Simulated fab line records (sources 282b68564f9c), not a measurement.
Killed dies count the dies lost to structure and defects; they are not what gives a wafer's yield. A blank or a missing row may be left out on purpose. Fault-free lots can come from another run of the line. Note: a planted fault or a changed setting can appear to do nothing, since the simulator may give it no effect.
fab line records	flow rit-cmos
record lots=6	wafers=18	last-day=6
route steps=202 shown CONTACT@172 M1@184
lots that met no fault: from a run of the same line without faults
start-h: the number of hours between the record's first day and the start of the first shown wafer of the lot	wait-h: hours from the lot's prior step to this one	" identical to the entry in the row above	L1.1+2: a single row standing in for several wafers	- no value present, or no start provided	* or withheld: withheld	< > ~ a bound
route shown NAME@n: NAME is a module with steps in the file, n the number in the route of the first one	usual: the fault-free wafers' mean and standard deviation	same: alike in all rows	chamber/n: place in a boat	sites: the reading at each site	_std_site: the standard deviation of these	_edge_site: the outer-site mean with the inner-site mean subtracted	radius-mm: how far each site lies from the wafer's centre	mask NAME#n: copy n	behind: the tool/chamber that last shaped the wafer	hold: what put the lot on hold/how long, in hours/how the hold closed	device: the n, p or np transistor that did not switch	end of line: the tests these same wafers got at the end of their route	a step without rows: its recipe alone	killed: not the wafer's yield, but the dies lost to structure and defects at the first sort	map: the dies of a wafer, with x for killed, . for not killed, _ for no die there
set.NAME: the setting that was run; set.NAME@STEP: the one run at that earlier step	model.NAME: the simulator's own value behind a step, which no gauge read
certain route steps with their lots: each step a table, each wafer a row
services: from which hour (start-h, from the record's first day; less than 0 if before it) a tool's chamber was out of use, for how many hours, and why
## steps
# step RIT_CONTACT_SOFTBAKE_04
# recipe resist=NOVOLAK	temp-c=90	time-s=60
# step RIT_CONTACT_EXPOSE_05
# recipe mask-id=M11	na=0.6	source-shape=conventional	sigma-outer=0.5	target-cd-nm=1000	dose-mj=250
# step RIT_CONTACT_PEB_06
# recipe resist=NOVOLAK	temp-c=withheld	time-s=withheld
# step RIT_CONTACT_DEVELOP_07
# recipe resist=NOVOLAK	develop-time-s=120	dev-temp-c=23.39
# step RIT_CONTACT_CD_MEAS_08
# recipe target-cd-nm=1000
# usual cd-nm=999.7/1.7
lot.wafer	tool	chamber	start-h	wait-h	cd-nm
L492.1	cd-sem-02	-	53.25	-	997.8
L492.2	"	-	"	"	997.7
L492.3	"	-	"	"	1002.2
L497.1	cd-sem-01	-	78.47	-	999.4
L497.3	"	-	"	"	998.1
L497.5	"	-	"	"	996.9
L498.1	cd-sem-01	-	83.79	-	997.4
L498.2	"	-	"	"	995.5
L498.4	"	-	"	"	998.6
L499.1	cd-sem-01	-	89.85	-	1001.4
L499.3	"	-	"	"	1002.0
L499.5	"	-	"	"	999.3
L504.1	cd-sem-01	-	112.92	-	997.0
L504.4	"	-	"	"	997.7
L504.5	"	-	"	"	998.6
L508.1	cd-sem-02	-	134.03	-	999.6
L508.5	"	-	"	"	999.4
L508.6	"	-	"	"	999.3
# step RIT_CONTACT_OVL_MEAS_09
# usual CONTACT_OVL=0.1/1.4
lot.wafer	tool	chamber	start-h	wait-h	CONTACT_OVL[nm]
L492.1	overlay-02	-	53.37	0.1	-0.8
L492.2	"	-	"	"	-1.8
L492.3	"	-	"	"	-1.3
L497.1	overlay-01	-	78.59	0.1	0.4
L497.3	"	-	"	"	-0.4
L497.5	"	-	"	"	-1.1
L498.1	overlay-02	-	83.91	0.1	1.8
L498.2	"	-	"	"	0.0
L498.4	"	-	"	"	0.7
L499.1	overlay-02	-	89.97	0.1	-1.4
L499.3	"	-	"	"	-2.3
L499.5	"	-	"	"	-1.2
L504.1	overlay-02	-	113.04	0.1	-0.4
L504.4	"	-	"	"	-0.4
L504.5	"	-	"	"	1.8
L508.1	overlay-02	-	134.15	0.1	-0.4
L508.5	"	-	"	"	0.4
L508.6	"	-	"	"	1.1
# step RIT_CONTACT_HARDBAKE_10
# recipe resist=NOVOLAK	temp-c=140	time-s=60
# step RIT_CONTACT_ETCH_11
# recipe target-depth-a=4800	over-etch-frac=0.2	stop-on=TiSi2	chemistry=CHF3/CF4/Ar	target=SiO2	CHF3_flow_sccm=50	cf4-flow-sccm=10	Ar_flow_sccm=100	O2_flow_sccm=5	pressure-mtorr=100	rf-w=200	time-s=320
# usual CHF3_flow_sccm=50.00/0.15	drypump-motor-current-A=5.7/0.33	oes-product-au=0.991/0.015	throttle-valve-pct=8.96/0.14
# same over-etch-frac=0.2	time-s=320
lot.wafer	tool	chamber	start-h	wait-h	CHF3_flow_sccm	drypump-motor-current-A	oes-product-au	rf-hours-counter-h	throttle-valve-pct
L492.1	rie-diel-03	0	53.55	0.1	49.97	5.4	1.018	115	8.99
L492.2	"	1	"	"	49.95	5.9	0.988	125	9.02
L492.3	"	2	"	"	49.88	5.5	0.997	5	9.12
L497.1	rie-diel-03	3	78.78	0.1	50.22	5.9	0.971	44	8.92
L497.3	"	1	"	"	50.24	5.9	0.985	126	9.03
L497.5	"	3	"	"	50.07	5.9	0.974	-	8.93
L498.1	rie-diel-01	2	84.10	0.1	50.18	5.6	1.006	7	8.88
L498.2	"	1	"	"	50.04	5.3	0.996	101	8.76
L498.4	"	3	"	"	50.03	5.6	0.987	2	9.16
L499.1	rie-diel-04	1	90.16	0.1	50.03	6.0	0.991	29	8.66
L499.3	"	3	"	"	49.76	4.9	0.985	111	8.77
L499.5	"	0	"	"	49.82	5.7	0.961	-	9.05
L504.1	rie-diel-01	1	113.22	0.1	50.11	5.3	0.992	101	8.76
L504.4	"	3	"	"	50.15	5.6	0.989	2	9.17
L504.5	"	1	"	"	50.08	5.3	0.990	-	8.76
L508.1	rie-diel-03	3	134.34	0.1	49.97	5.9	0.972	45	8.91
L508.5	"	2	"	"	49.81	5.5	0.998	-	9.15
L508.6	"	3	"	"	50.24	5.9	0.970	-	8.94
# step RIT_CONTACT_STRIP_12
# recipe chemistry=O2	time-s=180	resist=NOVOLAK	platen-temp-c=withheld	power-w=500	pressure-mtorr=4000	o2-flow-sccm=4000
# usual drypump-motor-current-A=5.57/0.29
# same time-s=180
lot.wafer	tool	chamber	start-h	wait-h	drypump-motor-current-A	rf-hours-counter-h
L492.1	plasma-asher-01	0	53.75	0.1	5.20	26
L492.2	"	1	"	"	5.71	26
L492.3	"	0	"	"	5.22	-
L497.1	plasma-asher-02	1	78.97	0.1	5.73	43
L497.3	"	0	"	"	5.78	-
L497.5	"	1	"	"	5.70	-
L498.1	plasma-asher-01	0	84.29	0.1	5.17	29
L498.2	"	1	"	"	5.71	29
L498.4	"	0	"	"	5.20	-
L499.1	plasma-asher-02	1	90.35	0.1	5.74	45
L499.3	"	1	"	"	5.74	-
L499.5	"	1	"	"	5.73	-
L504.1	plasma-asher-01	0	113.42	0.1	5.20	33
L504.4	"	0	"	"	5.20	-
L504.5	"	1	"	"	5.71	-
L508.1	plasma-asher-01	1	134.53	0.1	5.74	36
L508.5	"	0	"	"	5.20	-
L508.6	"	1	"	"	5.74	-
# step RIT_CONTACT_CD_MEAS_90
# recipe target-cd-nm=1000
# usual cd-nm=999.8/1.7
lot.wafer	tool	chamber	start-h	wait-h	cd-nm
L492.1	cd-sem-01	-	53.92	0.1	998.4
L492.2	"	-	"	"	998.1
L492.3	"	-	"	"	1002.3
L497.1	cd-sem-01	-	79.15	0.1	999.4
L497.3	"	-	"	"	997.9
L497.5	"	-	"	"	997.0
L498.1	cd-sem-02	-	84.47	0.1	997.5
L498.2	"	-	"	"	995.7
L498.4	"	-	"	"	998.8
L499.1	cd-sem-01	-	90.53	0.1	1001.2
L499.3	"	-	"	"	1002.7
L499.5	"	-	"	"	998.9
L504.1	cd-sem-01	-	113.59	0.1	997.5
L504.4	"	-	"	"	997.8
L504.5	"	-	"	"	998.5
L508.1	cd-sem-02	-	134.81	0.2	999.2
L508.5	"	-	"	"	999.7
L508.6	"	-	"	"	999.3
# step RIT_CONTACT_CLEAN_13
# recipe chemistry=SC1	mix=3:3:50	time-s=600	temp-c=75
# step RIT_CONTACT_CLEAN_14
# recipe chemistry=SC2	mix=3:3:50	time-s=600	temp-c=75	dry=n2-spin
# step RIT_M1_SPUTTER_00
# recipe material=Al	target-thk-nm=400	power-w=2000	chamber-pressure-pa=0.4	gas=Ar	time-s=500	substrate-temp-c=25
# usual throttle-valve-pct=30.0/1.1
lot.wafer	tool	chamber	start-h	wait-h	throttle-valve-pct	model.Al_of_M1_SPUTTER_00.thk-nm
L492.1	pvd-sputter-03	-	54.41	0.0	29.8	390
L492.2	"	-	"	"	29.0	396
L492.3	"	-	"	"	28.7	396.8
L497.1	pvd-sputter-03	-	79.69	0.0	28.6	415.3
L497.3	"	-	"	"	29.6	410.4
L497.5	"	-	"	"	29.9	405.9
L498.1	pvd-sputter-04	-	84.97	0.0	31.7	399.8
L498.2	"	-	"	"	31.2	399.6
L498.4	"	-	"	"	29.0	401.3
L499.1	pvd-sputter-03	-	91.01	0.0	28.5	412.9
L499.3	"	-	"	"	30.9	405.2
L499.5	"	-	"	"	31.1	409.9
L504.1	pvd-sputter-04	-	114.06	0.0	31.3	398
L504.4	"	-	"	"	29.0	401.2
L504.5	"	-	"	"	31.4	401.3
L508.1	pvd-sputter-04	-	135.29	0.0	31.3	402.7
L508.5	"	-	"	"	31.2	402.8
L508.6	"	-	"	"	29.0	402.7
# step RIT_M1_RS_MEAS_01
# recipe thk-meas-gauge=four-point-probe	reads=Al_of_M1_SPUTTER_00
# usual M1_AL_RS=0.0737/0.00071
lot.wafer	tool	chamber	start-h	wait-h	M1_AL_RS[ohm/sq]
L492.1	film-metro-03	-	54.70	0.1	0.0754
L492.2	"	-	"	"	0.0741
L492.3	"	-	"	"	0.0741
L497.1	film-metro-02	-	79.98	0.1	0.0706
L497.3	"	-	"	"	0.0713
L497.5	"	-	"	"	0.0720
L498.1	film-metro-02	-	85.26	0.1	0.0733
L498.2	"	-	"	"	0.0733
L498.4	"	-	"	"	0.0730
L499.1	film-metro-02	-	91.31	0.1	0.0710
L499.3	"	-	"	"	0.0722
L499.5	"	-	"	"	0.0715
L504.1	film-metro-03	-	114.38	0.2	0.0738
L504.4	"	-	"	"	0.0733
L504.5	"	-	"	"	0.0732
L508.1	film-metro-04	-	135.59	0.1	0.0732
L508.5	"	-	"	"	0.0730
L508.6	"	-	"	"	0.0731
# step RIT_M1_THK_MEAS_02
# recipe thk-meas-gauge=xrf	reads=Al_of_M1_SPUTTER_00
# usual M1_AL_THK=406/4.7
lot.wafer	tool	chamber	start-h	wait-h	M1_AL_THK[nm]
L492.1	film-metro-03	-	54.82	0.1	394
L492.2	"	-	"	"	402
L492.3	"	-	"	"	403
L497.1	film-metro-02	-	80.10	0.1	422
L497.3	"	-	"	"	420
L497.5	"	-	"	"	412
L498.1	film-metro-02	-	85.38	0.1	406
L498.2	"	-	"	"	406
L498.4	"	-	"	"	407
L499.1	film-metro-02	-	91.43	0.1	420
L499.3	"	-	"	"	411
L499.5	"	-	"	"	417
L504.1	film-metro-03	-	114.50	0.1	408
L504.4	"	-	"	"	410
L504.5	"	-	"	"	414
L508.1	film-metro-04	-	135.71	0.1	419
L508.5	"	-	"	"	421
L508.6	"	-	"	"	416
# step RIT_M1_HMDS_03
# recipe prime-time-s=60	prime-temp-c=140
# step RIT_M1_COAT_04
# recipe resist=NOVOLAK	spin-rpm=2000	resist-thk-nm=1300
# step RIT_M1_SOFTBAKE_05
# recipe resist=NOVOLAK	temp-c=90	time-s=60
# step RIT_M1_EXPOSE_06
# recipe mask-id=M12	na=0.6	source-shape=conventional	sigma-outer=0.5	target-cd-nm=2600	dose-mj=250
# step RIT_M1_PEB_07
# recipe resist=NOVOLAK	temp-c=withheld	time-s=withheld
# step RIT_M1_DEVELOP_08
# recipe resist=NOVOLAK	develop-time-s=68	dev-temp-c=22.44
# step RIT_M1_CD_MEAS_09
# recipe target-cd-nm=2600
# usual cd-nm=2600.4/2.1
lot.wafer	tool	chamber	start-h	wait-h	cd-nm
L492.1	cd-sem-02	-	55.76	-	2603.0
L492.2	"	-	"	"	2600.9
L492.3	"	-	"	"	2605.5
L497.1	cd-sem-02	-	81.38	-	2601.5
L497.3	"	-	"	"	2604.3
L497.5	"	-	"	"	2603.7
L498.1	cd-sem-01	-	86.32	-	2600.5
L498.2	"	-	"	"	2603.4
L498.4	"	-	"	"	2602.3
L499.1	cd-sem-01	-	92.37	-	2601.5
L499.3	"	-	"	"	2602.4
L499.5	"	-	"	"	2602.5
L504.1	cd-sem-01	-	115.44	-	2601.5
L504.4	"	-	"	"	2600.9
L504.5	"	-	"	"	2600.2
L508.1	cd-sem-02	-	136.65	-	2600.9
L508.5	"	-	"	"	2600.8
L508.6	"	-	"	"	2599.8
# step RIT_M1_OVL_MEAS_10
# usual M1_OVL=-0.3/1.5
lot.wafer	tool	chamber	start-h	wait-h	M1_OVL[nm]
L492.1	overlay-01	-	55.88	0.1	-2.1
L492.2	"	-	"	"	-2.4
L492.3	"	-	"	"	-1.4
L497.1	overlay-01	-	81.50	0.1	-0.7
L497.3	"	-	"	"	-1.4
L497.5	"	-	"	"	-1.3
L498.1	overlay-02	-	86.44	0.1	0.1
L498.2	"	-	"	"	2.1
L498.4	"	-	"	"	-1.8
L499.1	overlay-01	-	92.49	0.1	-1.5
L499.3	"	-	"	"	-0.8
L499.5	"	-	"	"	-3.2
L504.1	overlay-01	-	115.56	0.1	-0.5
L504.4	"	-	"	"	2.7
L504.5	"	-	"	"	1.0
L508.1	overlay-01	-	136.77	0.1	-0.8
L508.5	"	-	"	"	-0.3
L508.6	"	-	"	"	-1.0
# step RIT_M1_HARDBAKE_11
# recipe resist=NOVOLAK	temp-c=140	time-s=120
# step RIT_M1_METAL_ETCH_12
# recipe stop-on=SiO2	chemistry=Cl2/BCl3	target=Al	time-s=165	over-etch-frac=0.5	pressure-mtorr=100	target-depth-a=6000	rf-w=250	Cl2_flow_sccm=60	bcl3-flow-sccm=50
# usual drypump-motor-current-A=5.76/0.21	he-backside-leak-sccm=3.3/0.35	oes-product-au=0.774/0.016	throttle-valve-pct=8.30/0.13
# same over-etch-frac=0.5	time-s=165
lot.wafer	tool	chamber	start-h	wait-h	drypump-motor-current-A	he-backside-leak-sccm	oes-product-au	rf-hours-counter-h	throttle-valve-pct	model.M1.feature-depth-nm	model.etch.depth-nm
L492.1	rie-metal-01	0	56.17	0.2	5.68	3.6	0.749	33	8.48	422.1	390
L492.2	"	1	"	"	5.55	3.2	0.746	36	8.18	428.5	396
L492.3	"	0	"	"	5.69	3.6	0.754	-	8.47	428.7	396.8
L497.1	rie-metal-04	1	81.79	0.2	5.71	3.4	0.797	1	8.26	448.5	415.3
L497.3	"	0	"	"	5.73	3.2	0.789	-	8.41	443	410.4
L497.5	"	0	"	"	5.71	3.3	0.780	-	8.41	438.8	405.9
L498.1	rie-metal-01	1	86.79	0.2	5.54	3.2	0.754	36	8.16	432.6	399.8
L498.2	"	0	"	"	5.68	3.6	0.759	34	8.48	432	399.6
L498.4	"	0	"	"	5.69	3.5	0.760	-	8.49	433.7	401.3
L499.1	rie-metal-03	1	92.78	0.2	6.19	3.0	0.820	3	8.12	445	412.9
L499.3	"	1	"	"	6.19	3.1	0.814	-	8.11	437.3	405.2
L499.5	"	0	"	"	5.70	3.4	0.784	-	8.34	442.8	409.9
L504.1	rie-metal-01	0	115.85	0.2	5.67	3.5	0.757	34	8.46	429.9	398
L504.4	"	1	"	"	5.53	2.9	0.764	-	8.18	433.3	401.2
L504.5	"	0	"	"	5.69	3.7	0.763	-	8.46	432.8	401.3
L508.1	rie-metal-03	0	137.05	0.2	5.69	3.3	0.774	3	8.34	435.1	402.7
L508.5	"	1	"	"	6.17	3.0	0.802	-	8.11	434.9	402.8
L508.6	"	0	"	"	5.68	3.4	0.774	-	8.34	435.4	402.7
# step RIT_M1_STRIP_13
# recipe chemistry=nmp	resist=NOVOLAK	temp-c=80	time-s=600	dry=n2-spin
# step RIT_M1_PROBE_99
# usual killed_at_M0_to_M3=0.0/0.16	killed-at-contacts=0.0/0.18	killed-at-front-end=7/3.1	killed-dies=7/3.1	killed-open=3.5/2.1	killed-short=3.5/2
# same gross-dies=264	killed_at_M4_up=0	killed-at-back-side=0	killed-at-other=0
lot.wafer	tool	chamber	start-h	wait-h	killed_at_M0_to_M3	killed-at-contacts	killed-at-front-end	killed-dies	killed-open	killed-short
L492.1	prober-01	-	58.42	0.1	0	0	8	8	3	5
L492.2	prober-01	-	58.47	0.1	0	1	3	4	4	0
L492.3	prober-01	-	58.52	0.2	0	0	6	6	4	1
L497.1	prober-02	-	84.26	0.1	0	0	14	14	6	8
L497.3	prober-02	-	84.36	0.2	0	0	3	3	2	1
L497.5	prober-02	-	84.46	0.2	0	0	6	6	3	3
L498.1	prober-01	-	89.05	0.1	0	0	10	10	3	7
L498.2	prober-01	-	89.10	0.1	1	0	7	8	1	6
L498.4	prober-01	-	89.20	0.2	0	0	13	13	9	4
L499.1	prober-02	-	95.26	0.1	0	0	4	4	3	1
L499.3	prober-02	-	95.36	0.2	0	0	15	15	7	8
L499.5	prober-02	-	95.46	0.2	0	0	4	4	2	2
L504.1	prober-01	-	118.10	0.1	0	0	4	4	1	2
L504.4	prober-01	-	118.25	0.2	0	0	5	5	1	4
L504.5	prober-01	-	118.30	0.2	0	0	5	5	2	3
L508.1	prober-01	-	139.30	0.1	0	0	7	7	5	2
L508.5	prober-01	-	139.50	0.2	0	0	4	4	3	1
L508.6	prober-01	-	139.55	0.2	0	0	6	6	2	4
# killed by level:class
L492.1 SPACER:geometric-particle:short=2 FOX1:geometric-particle:short=1 GATE:geometric-particle:open=1 GATE:geometric-particle:short=1 REOX:geometric-particle:short=1 REOX:geometric-particle:open=1 SPACER:geometric-particle:open=1
L492.2 REOX:geometric-particle:open=1 SPACER:geometric-particle:open=1 SILICIDE:geometric-particle:open=1 CONTACT:geometric-particle:open=1
L492.3 FOX1:geometric-particle:open=3 FOX2:geometric-particle:open=1 REOX:geometric-particle:short=1 PRETRO:coat-microbubble-printed=1
L497.1 GATE:geometric-particle:short=4 GATE:geometric-particle:open=3 FOX1:geometric-particle:open=2 SILICIDE:geometric-particle:short=2 FOX1:geometric-particle:short=1 SPACER:geometric-particle:open=1 SPACER:geometric-particle:short=1
L497.3 GATE:geometric-particle:short=1 GATE:geometric-particle:open=1 REOX:geometric-particle:open=1
L497.5 GATE:geometric-particle:short=2 FOX1:geometric-particle:open=1 GATE:geometric-particle:open=1 REOX:geometric-particle:open=1 REOX:geometric-particle:short=1
L498.1 SILICIDE:geometric-particle:short=3 FOX1:geometric-particle:open=2 GATE:geometric-particle:short=2 REOX:geometric-particle:short=2 REOX:geometric-particle:open=1
L498.2 REOX:geometric-particle:short=4 FOX2:geometric-particle:short=1 SPACER:geometric-particle:open=1 SILICIDE:geometric-particle:short=1 M1:coat-microbubble-printed=1
L498.4 GATE:geometric-particle:open=4 REOX:geometric-particle:open=4 GATE:geometric-particle:short=3 REOX:geometric-particle:short=1 SILICIDE:geometric-particle:open=1
L499.1 FOX2:geometric-particle:open=2 GATE:geometric-particle:short=1 SPACER:geometric-particle:open=1
L499.3 GATE:geometric-particle:short=5 GATE:geometric-particle:open=4 FOX1:geometric-particle:open=2 FOX1:geometric-particle:short=1 REOX:geometric-particle:open=1 REOX:geometric-particle:short=1 SILICIDE:geometric-particle:short=1
L499.5 REOX:geometric-particle:open=2 FOX1:geometric-particle:short=1 GATE:geometric-particle:short=1
L504.1 GATE:geometric-particle:open=1 GATE:geometric-particle:short=1 SILICIDE:geometric-particle:short=1 NRETRO:coat-microbubble-printed=1
L504.4 SILICIDE:geometric-particle:short=3 FOX1:geometric-particle:open=1 GATE:geometric-particle:short=1
L504.5 GATE:geometric-particle:short=2 FOX2:geometric-particle:open=1 GATE:geometric-particle:open=1 SPACER:geometric-particle:short=1
L508.1 SPACER:geometric-particle:open=2 FOX1:geometric-particle:short=1 FOX1:geometric-particle:open=1 FOX2:geometric-particle:open=1 GATE:geometric-particle:open=1 SPACER:geometric-particle:short=1
L508.5 FOX1:geometric-particle:open=2 GATE:geometric-particle:short=1 GATE:geometric-particle:open=1
L508.6 FOX1:geometric-particle:short=2 FOX1:geometric-particle:open=1 FOX2:geometric-particle:short=1 SPACER:geometric-particle:open=1 SPACER:geometric-particle:short=1
## services
tool	chamber	start-h	hours	kind
rie-metal-04	-	35.40	0.6	repair
rie-metal-01	-	41.26	0.4	repair
rie-diel-01	0	55.11	2.8	repair
rie-diel-01	0	57.90	-	clean
rie-diel-01	0	57.90	17.9	scheduled-down
rie-diel-01	0	57.90	17.9	vent-cycle
rie-metal-01	-	76.68	4.3	pm
plasma-asher-02	-	91.14	0.5	repair
plasma-asher-02	-	104.86	3.3	repair
plasma-asher-02	-	105.39	0.4	repair
plasma-asher-02	-	108.81	9.0	pm
plasma-asher-02	0	108.81	9.0	vent-cycle
plasma-asher-02	1	108.81	9.0	vent-cycle
rie-diel-03	0	111.88	6.7	repair
pvd-sputter-04	-	116.17	3.9	repair
plasma-asher-02	0	117.81	-	clean
rie-diel-04	1	117.84	48.6	repair
rie-diel-04	2	117.98	7.4	repair
rie-diel-04	2	125.64	3.9	repair
rie-diel-03	0	128.77	15.3	repair
rie-metal-04	-	134.82	0.4	repair
rie-metal-01	-	136.12	20.0	pm
rie-metal-01	0	136.12	20.0	vent-cycle
rie-metal-01	1	136.12	20.0	vent-cycle
## key
first-sign step=RIT_M1_RS_MEAS_01	reading=M1_AL_RS	direction=down	sigmas=3.2	usual=0.0737	struck=0.0714
effect step=RIT_M1_THK_MEAS_02	reading=M1_AL_THK	direction=up	sigmas=2.3	usual=406	struck=417
model-effect step=RIT_M1_SPUTTER_00	value=Al_of_M1_SPUTTER_00.thk-nm	without=399.5	struck=409.9
model-effect step=RIT_M1_METAL_ETCH_12	value=M1.feature-depth-nm	without=432.2	struck=442.6
met-at RIT_M1_SPUTTER_00
struck-wafers L497.1,L497.3,L497.5,L499.1,L499.3,L499.5
tester-left-out L497,L499
onset-between 54.41 79.69
also-fits RIT_CONTACT_STRIP_12:plasma-asher-02
earlier-fault kind=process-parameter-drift	tool=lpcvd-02	chamber=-	onset-h=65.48	steps=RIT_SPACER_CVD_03	channel=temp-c	offset=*	shape=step	end-h=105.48	acts-in=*	stated=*
fault kind=process-parameter-drift	tool=pvd-sputter-03	chamber=-	onset-h=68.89	steps=RIT_M1_SPUTTER_00	channel=time-s	offset=*	shape=step	stated=*
# tester-left-out: of these lots the tester's yield and bins aren't shown, on N5 and GAA mostly nor the transistor test; their killed dies are dies lost to structure and defects alone, not to doping, threshold or leakage, so they don't give the yield
